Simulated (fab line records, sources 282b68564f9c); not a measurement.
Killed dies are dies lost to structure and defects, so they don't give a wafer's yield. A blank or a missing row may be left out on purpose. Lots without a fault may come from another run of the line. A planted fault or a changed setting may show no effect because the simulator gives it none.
Which tool did it? | flow rit_cmos | 14 lots, 42 wafers sampled, at 6 steps of a route of 202

WHAT THE GAUGES READ, wafer by wafer
RIT_FOX2_THK_MEAS_90.
lot  | measured    | on            | FIELD_OXIDE_LEFT_1_THK (nm)
L944 | day 1 20:10 | film_metro-03 | 312 315 315
L945 | day 2 01:11 | film_metro-03 | 327 332 330
L946 | day 2 07:25 | film_metro-03 | 324 326 320
L950 | day 3 02:20 | film_metro-02 | 323 327 323
L954 | day 3 23:10 | film_metro-03 | 319 325 318
L956 | day 4 08:35 | film_metro-02 | 322 324 328
L957 | day 4 13:47 | film_metro-02 | 319 319 318
L958 | day 4 18:28 | film_metro-01 | 321 320 320
L959 | day 4 23:18 | film_metro-03 | 327 325 325
L960 | day 5 05:15 | film_metro-03 | 322 326 323
L961 | day 5 10:15 | film_metro-03 | 324 321 326
L963 | day 5 20:31 | film_metro-03 | 321 327 326
L964 | day 5 23:52 | film_metro-01 | 333 328 329
L967 | day 6 17:40 | film_metro-02 | 315 317 322

RIT_NRETRO_TW_MEAS_10.
lot  | measured    | on            | NRETRO_TW
L944 | day 2 07:04 | film_metro-02 | 1042 1046 1039
L945 | day 2 11:25 | film_metro-01 | 1058 1054 1060
L946 | day 2 17:36 | film_metro-01 | 1060 1062 1057
L950 | day 3 13:41 | film_metro-04 | 1073 1077 1071
L954 | day 4 09:50 | film_metro-01 | 1064 1062 1065
L956 | day 4 19:54 | film_metro-02 | 1058 1057 1044
L957 | day 4 23:53 | film_metro-04 | 1076 1074 1075
L958 | day 5 04:59 | film_metro-01 | 1066 1067 1061
L959 | day 5 09:44 | film_metro-02 | 1051 1051 1043
L960 | day 5 15:45 | film_metro-01 | 1070 1071 1069
L961 | day 5 20:54 | film_metro-04 | 1078 1072 1084
L963 | day 6 06:53 | film_metro-01 | 1072 1062 1061
L964 | day 6 10:13 | film_metro-02 | 1045 1047 1052
L967 | day 7 04:46 | film_metro-04 | 1076 1081 1082

RIT_GATE_THK_MEAS_09.
lot  | measured    | on            | GATE_POLY_THK (nm)
L944 | day 2 12:47 | film_metro-03 | 256.8 256.1 256.3
L945 | day 2 17:48 | film_metro-03 | 255.1 257.3 254.0
L946 | day 3 02:14 | film_metro-03 | 507.7 506.0 504.2
L950 | day 4 00:07 | film_metro-01 | 514.2 513.7 511.8
L954 | day 4 17:57 | film_metro-03 | 259.0 257.1 258.4
L956 | day 5 03:18 | film_metro-01 | 253.0 252.3 252.6
L957 | day 5 07:07 | film_metro-03 | 254.8 255.7 258.4
L958 | day 5 12:07 | film_metro-02 | 256.0 258.0 256.4
L959 | day 5 18:31 | film_metro-02 | 257.6 258.5 259.5
L960 | day 5 20:58 | film_metro-02 | 258.4 258.7 259.3
L961 | day 6 02:35 | film_metro-03 | 254.5 256.9 258.5
L963 | day 6 14:46 | film_metro-02 | 260.5 258.8 257.7
L964 | day 6 18:28 | film_metro-03 | 261.1 261.5 260.3
L967 | day 7 12:52 | film_metro-02 | 254.4 257.2 255.8

RIT_REOX_THK_MEAS_04.
lot  | measured    | on            | REOX_OXIDE_THK (nm)
L944 | day 2 18:34 | film_metro-03 | 26.1 26.3 26.3
L945 | day 2 22:32 | film_metro-03 | 25.0 25.2 25.4
L954 | day 4 22:43 | film_metro-04 | 26.9 26.3 26.0
L956 | day 5 09:14 | film_metro-04 | 25.9 26.4 26.0
L957 | day 5 14:06 | film_metro-03 | 26.5 26.6 26.6
L958 | day 5 17:59 | film_metro-04 | 26.3 26.1 26.5
L959 | day 5 23:37 | film_metro-03 | 26.3 26.4 26.1
L960 | day 6 02:09 | film_metro-04 | 26.5 26.4 26.7
L961 | day 6 07:42 | film_metro-04 | 25.2 25.9 25.8
L963 | day 6 19:21 | film_metro-04 | 26.3 26.6 26.2
L964 | day 7 00:25 | film_metro-02 | 25.8 25.7 25.5
L967 | day 7 18:46 | film_metro-04 | 26.0 25.9 26.0

WHICH TOOL RAN EACH LOT (tool, then ch and the chambers of the sampled wafers, then the start)
lot  | RIT_GATE_CVD_08                                           | RIT_GATE_ETCH_19
L944 | lpcvd-01 ch 0, day 2 11:10                                | rie_si-02 ch 1,2, day 2 14:07
L945 | lpcvd-02 ch 1, day 2 16:11                                | rie_si-01 ch 0,2,3, day 2 19:13
L946 | lpcvd-02 ch 1, day 2 21:10 and lpcvd-01 ch 1, day 2 23:49 | rie_si-02 ch 1,2,3, day 3 03:42
L950 | lpcvd-01 ch 1, day 3 20:43 and lpcvd-02 ch 1, day 3 22:30 | rie_si-02 ch 0,2,3, day 4 01:46
L954 | lpcvd-01 ch 1, day 4 16:20                                | rie_si-02 ch 1,2,3, day 4 19:17
L956 | lpcvd-02 ch 0, day 5 01:41                                | rie_si-02 ch 0,1, day 5 04:38
L957 | lpcvd-02 ch 0, day 5 04:41                                | rie_si-01 ch 0,1,2, day 5 08:27
L958 | lpcvd-02 ch 0, day 5 09:41                                | rie_si-02 ch 1,2, day 5 13:30
L959 | lpcvd-02 ch 0, day 5 16:53                                | rie_si-01 ch 2,3, day 5 19:50
L960 | lpcvd-02 ch 1, day 5 19:21                                | rie_si-02 ch 0,1,2, day 5 22:19
L961 | lpcvd-01 ch 0, day 6 00:58                                | rie_si-01 ch 1,2,3, day 6 03:56
L963 | lpcvd-01 ch 1, day 6 13:08                                | rie_si-01 ch 1,2,3, day 6 16:02
L964 | lpcvd-01 ch 0, day 6 16:50                                | rie_si-02 ch 0,1, day 6 19:45
L967 | lpcvd-02 ch 1, day 7 11:15                                | rie_si-01 ch 0,3, day 7 14:17
- RIT_GATE_CVD_08: deposits poly-Si from SiH4, target thk 250 nm, time 2220 s.
- RIT_GATE_ETCH_19: etches poly-Si in SF6/CHF3/O2, stops on SiO2, time 165 s, target depth 312.5 nm.

WHAT THE TOOLS THEMSELVES READ (means of the sampled wafers that have a number; where no wafer has one, the mark that the record gives instead)
RIT_GATE_ETCH_19.
lot  | tool      | drypump_motor_current_A (A) | oes_product_au (a.u.) | throttle_valve_pct (%)
L944 | rie_si-02 | 5.6                         | 0.875                 | 10.14
L945 | rie_si-01 | 5.6                         | 0.878                 | 10.23
L946 | rie_si-02 | 5.4                         | 1.002                 | 10.19
L950 | rie_si-02 | 5.2                         | 1.002                 | 10.29
L954 | rie_si-02 | 5.4                         | 0.868                 | 10.19
L956 | rie_si-02 | 5.5                         | 0.865                 | 10.04
L957 | rie_si-01 | 6.1                         | 0.867                 | 10.11
L958 | rie_si-02 | 5.6                         | 0.875                 | 10.13
L959 | rie_si-01 | 5.5                         | 0.875                 | 10.16
L960 | rie_si-02 | 5.3                         | 0.881                 | 10.23
L961 | rie_si-01 | 5.9                         | 0.868                 | 10.15
L963 | rie_si-01 | 5.9                         | 0.871                 | 10.15
L964 | rie_si-02 | 5.5                         | 0.890                 | 10.05
L967 | rie_si-01 | 5.6                         | 0.852                 | 10.31

THE ANSWER, worked out from the rows above alone
Rule: what is usual is taken from the lots themselves. Put in order of their means at a reading, lots are off if they are a third of the lots or fewer, leave a main group of 4 or more, and stand apart from it by a gap of 3 or more times the standard deviation of the main group's means; of several such gaps the widest counts. A main group whose means are all the same, to the digits that the tables above print for the reading, isn't used. A lot without any number at a reading at which 4 lots or more have one is off too. The other lots that the step has rows for count as sound. The gauges are gone through in route order, then the tools' own readings, and for those a lot's mean is taken as printed above. The first step at which some lot is off is used, and at that step the reading that is off furthest; a lot without a number counts as furthest.
Off: L946, L950, at RIT_GATE_THK_MEAS_09 (GATE_POLY_THK). The main group: mean 257.1 nm, standard deviation 2.
A tool fits if, at a process step before that reading, it ran every lot that is off, and no sound lot after the first of them. The gauges at RIT_GATE_THK_MEAS_09 aren't tried: what is off there is off at RIT_GATE_ETCH_19 too, on other tools, and a gauge's error can't cause that. None of those tried fits.

WHAT THE SIMULATOR HAD PUT IN
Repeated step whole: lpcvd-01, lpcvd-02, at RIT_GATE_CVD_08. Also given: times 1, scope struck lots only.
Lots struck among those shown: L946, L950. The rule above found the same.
